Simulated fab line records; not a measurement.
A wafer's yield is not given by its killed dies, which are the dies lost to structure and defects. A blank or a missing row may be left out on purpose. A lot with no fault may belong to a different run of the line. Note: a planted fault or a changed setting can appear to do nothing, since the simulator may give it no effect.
Which tool is to blame? + flow berkeleyCmos170 + Sampling: 13 lots, 39 wafers, 6 of 331 route steps

WHAT EACH GAUGE READ, for each wafer
UCB170_NSD_OVL_MEAS_07.
| lot  | measured     | on         | NSD_OVL (nm) |
|------|--------------|------------|--------------|
| L687 | day 6 04:31  | overlay-01 | -7 -3 -9     |
| L689 | day 6 20:21  | overlay-01 | -3 0 2       |
| L688 | day 6 20:35  | overlay-01 | -6 -16 -10   |
| L690 | day 7 07:31  | overlay-02 | 0 7 9        |
| L692 | day 7 20:01  | overlay-01 | -1 -6 -4     |
| L693 | day 7 20:16  | overlay-01 | 0 1 2        |
| L697 | day 9 05:18  | overlay-01 | 3 -2 -3      |
| L699 | day 9 05:31  | overlay-01 | 6 -1 -1      |
| L698 | day 9 10:41  | overlay-01 | -4 -3 3      |
| L703 | day 10 03:37 | overlay-02 | 3 0 1        |
| L704 | day 10 10:42 | overlay-01 | 6 -3 5       |
| L707 | day 10 21:16 | overlay-01 | 0 -1 1       |
| L708 | day 11 11:08 | overlay-01 | 9 11 3       |

UCB170_M1_THK_MEAS_02: measures by xrf.
| lot  | measured     | on           | M1_AL_THK (nm) |
|------|--------------|--------------|----------------|
| L687 | day 6 13:48  | filmMetro-01 | 586 592 602    |
| L689 | day 7 03:27  | filmMetro-02 | 600 601 617    |
| L688 | day 7 04:03  | filmMetro-01 | 606 593 599    |
| L690 | day 7 15:43  | filmMetro-02 | 593 604 596    |
| L692 | day 8 03:25  | filmMetro-01 | 603 619 603    |
| L693 | day 8 04:36  | filmMetro-04 | 596 587 588    |
| L697 | day 9 14:28  | filmMetro-01 | 593 595 590    |
| L699 | day 9 14:53  | filmMetro-01 | 608 599 599    |
| L698 | day 9 19:14  | filmMetro-02 | 612 611 607    |
| L703 | day 10 11:47 | filmMetro-04 | 604 597 603    |
| L704 | day 10 17:37 | filmMetro-01 | 598 596 592    |
| L707 | day 11 05:32 | filmMetro-01 | 600 597 594    |
| L708 | day 11 18:08 | filmMetro-02 | 595 598 599    |

UCB170_M2_RS_MEAS_02: measurement is done with a four-point probe.
| lot  | measured     | on           | M2_AL_RS (ohm/sq)    |
|------|--------------|--------------|----------------------|
| L687 | day 7 00:29  | filmMetro-04 | 0.0317 0.0320 0.0320 |
| L689 | day 7 13:13  | filmMetro-02 | 0.0316 0.0319 0.0313 |
| L688 | day 7 13:29  | filmMetro-04 | 0.0318 0.0320 0.0317 |
| L690 | day 8 02:07  | filmMetro-03 | 0.0322 0.0318 0.0323 |
| L692 | day 8 12:23  | filmMetro-03 | 0.0315 0.0317 0.0318 |
| L693 | day 8 12:14  | filmMetro-04 | 0.0323 0.0322 0.0324 |
| L697 | day 9 22:44  | filmMetro-02 | 0.0320 0.0328 0.0325 |
| L699 | day 9 22:23  | filmMetro-04 | 0.0320 0.0316 0.0315 |
| L698 | day 10 04:12 | filmMetro-03 | 0.0324 0.0325 0.0293 |
| L703 | day 10 20:46 | filmMetro-02 | 0.0326 0.0327 0.0326 |
| L704 | day 11 01:53 | filmMetro-03 | 0.0325 0.0324 0.0320 |
| L707 | day 11 14:44 | filmMetro-03 | 0.0315 0.0316 0.0316 |
| L708 | day 12 01:44 | filmMetro-04 | 0.0322 0.0316 0.0317 |

UCB170_M2_THK_MEAS_03: measures by xrf.
| lot  | measured     | on           | M2_AL_THK (nm) |
|------|--------------|--------------|----------------|
| L687 | day 7 00:37  | filmMetro-04 | 915 912 898    |
| L689 | day 7 13:20  | filmMetro-02 | 927 918 932    |
| L688 | day 7 13:36  | filmMetro-04 | 909 908 909    |
| L690 | day 8 02:14  | filmMetro-03 | 901 912 899    |
| L692 | day 8 12:31  | filmMetro-03 | 924 917 914    |
| L693 | day 8 12:21  | filmMetro-04 | 893 890 889    |
| L697 | day 9 22:52  | filmMetro-02 | 914 893 902    |
| L699 | day 9 22:30  | filmMetro-04 | 908 916 919    |
| L698 | day 10 04:19 | filmMetro-03 | 897 887 984    |
| L703 | day 10 20:52 | filmMetro-02 | 902 892 899    |
| L704 | day 11 02:00 | filmMetro-03 | 895 895 902    |
| L707 | day 11 14:51 | filmMetro-03 | 917 917 913    |
| L708 | day 12 01:50 | filmMetro-04 | 893 905 911    |

WHICH TOOL RAN EACH LOT (tool, then ch and the chambers of the sampled wafers, then the start)
| lot  | UCB170_V1_ETCH_14                 | UCB170_M2_SPUTTER_01        |
|------|-----------------------------------|-----------------------------|
| L687 | rieDiel-02 ch 0,2,3, day 6 23:50  | pvdSputter-04, day 7 00:25  |
| L689 | rieDiel-03 ch 0,2,3, day 7 12:40  | pvdSputter-04, day 7 13:08  |
| L688 | rieDiel-02 ch 0,1,3, day 7 12:56  | pvdSputter-02, day 7 13:23  |
| L690 | rieDiel-02 ch 0,1,3, day 8 01:34  | pvdSputter-04, day 8 02:02  |
| L692 | rieDiel-03 ch 0,1,3, day 8 11:50  | pvdSputter-02, day 8 12:19  |
| L693 | rieDiel-01 ch 0,1, day 8 11:40    | pvdSputter-04, day 8 12:08  |
| L697 | rieDiel-03 ch 0,1,3, day 9 22:11  | pvdSputter-01, day 9 22:39  |
| L699 | rieDiel-01 ch 2, day 9 21:44      | pvdSputter-04, day 9 22:17  |
| L698 | rieDiel-01 ch 2,3, day 10 03:40   | pvdSputter-01, day 10 04:07 |
| L703 | rieDiel-03 ch 1,2,3, day 10 20:15 | pvdSputter-02, day 10 20:38 |
| L704 | rieDiel-02 ch 0,2,3, day 11 01:20 | pvdSputter-04, day 11 01:48 |
| L707 | rieDiel-03 ch 1,2, day 11 14:10   | pvdSputter-04, day 11 14:38 |
| L708 | rieDiel-02 ch 0,1,2, day 12 01:10 | pvdSputter-04, day 12 01:38 |
- UCB170_V1_ETCH_14: etches SiO2 in CHF3/CF4/Ar, stops on Al, target depth 1250 nm, time 291 s.
- UCB170_M2_SPUTTER_01: material Al, target thk 900 nm, time 120 s.

WHAT THE TOOLS THEMSELVES READ (means of the sampled wafers that have a number; where no wafer has one, the mark that the record gives instead)
UCB170_V1_ETCH_14.
| lot  | tool       | CHF3_flow_sccm (sccm) | drypumpMotorCurrentA (A) | oesProductAu (a.u.) | throttleValvePct (%) |
|------|------------|-----------------------|--------------------------|---------------------|----------------------|
| L687 | rieDiel-02 | 45.02                 | 5.9                      | 0.877               | 6.93                 |
| L689 | rieDiel-03 | 45.04                 | 5.6                      | 0.868               | 6.89                 |
| L688 | rieDiel-02 | 45.00                 | 5.9                      | 0.880               | 7.02                 |
| L690 | rieDiel-02 | 45.05                 | 5.9                      | 0.884               | 7.02                 |
| L692 | rieDiel-03 | 45.04                 | 5.4                      | 0.872               | 7.01                 |
| L693 | rieDiel-01 | 44.89                 | 5.6                      | 0.884               | 6.96                 |
| L697 | rieDiel-03 | 45.02                 | 5.4                      | 0.867               | 7.01                 |
| L699 | rieDiel-01 | 45.13                 | 6.6                      | 0.883               | 6.87                 |
| L698 | rieDiel-01 | 44.92                 | 6.3                      | 0.875               | 6.84                 |
| L703 | rieDiel-03 | 45.09                 | 5.6                      | 0.862               | 6.90                 |
| L704 | rieDiel-02 | 45.05                 | 5.9                      | 0.876               | 6.94                 |
| L707 | rieDiel-03 | 44.95                 | 5.7                      | 0.855               | 6.97                 |
| L708 | rieDiel-02 | 45.03                 | 5.7                      | 0.886               | 6.97                 |

UCB170_M2_SPUTTER_01.
| lot  | tool          | cathodeDcPowerW (W) | throttleValvePct (%) |
|------|---------------|---------------------|----------------------|
| L687 | pvdSputter-04 | 6000.4              | 29.8                 |
| L689 | pvdSputter-04 | 5999.3              | 30.2                 |
| L688 | pvdSputter-02 | 5999.6              | 30.5                 |
| L690 | pvdSputter-04 | 5999.8              | 30.0                 |
| L692 | pvdSputter-02 | 6000.3              | 30.7                 |
| L693 | pvdSputter-04 | 5998.6              | 30.1                 |
| L697 | pvdSputter-01 | 6000.0              | 29.0                 |
| L699 | pvdSputter-04 | 5999.6              | 29.8                 |
| L698 | pvdSputter-01 | 5999.9              | 29.2                 |
| L703 | pvdSputter-02 | 6000.1              | 29.8                 |
| L704 | pvdSputter-04 | 5999.5              | 29.7                 |
| L707 | pvdSputter-04 | 5999.3              | 29.4                 |
| L708 | pvdSputter-04 | 6000.7              | 29.7                 |

THE ANSWER, worked out from the rows above alone
Rule: the usual values come from the lots themselves. Put in order of their means at a reading, lots are off if they are a third of the lots or fewer, leave a main group of 4 or more, and stand apart from it by a gap of 3 or more times the standard deviation of the main group's means; of several such gaps the widest counts. A main group is skipped when, at the precision printed for the reading in the tables above, its means are all equal. Also off: a lot with no number at a reading for which 4 or more lots have one. All remaining lots with rows at the step are treated as sound. First the gauges in route order, then the tools' own readings, where a lot's mean is used as printed above. At the first step where some lot is off, the reading lying furthest off is the one used; lots without a number count as furthest.
No lot is off at any reading shown: from this, nothing can be told.

WHAT THE SIMULATOR HAD INSERTED
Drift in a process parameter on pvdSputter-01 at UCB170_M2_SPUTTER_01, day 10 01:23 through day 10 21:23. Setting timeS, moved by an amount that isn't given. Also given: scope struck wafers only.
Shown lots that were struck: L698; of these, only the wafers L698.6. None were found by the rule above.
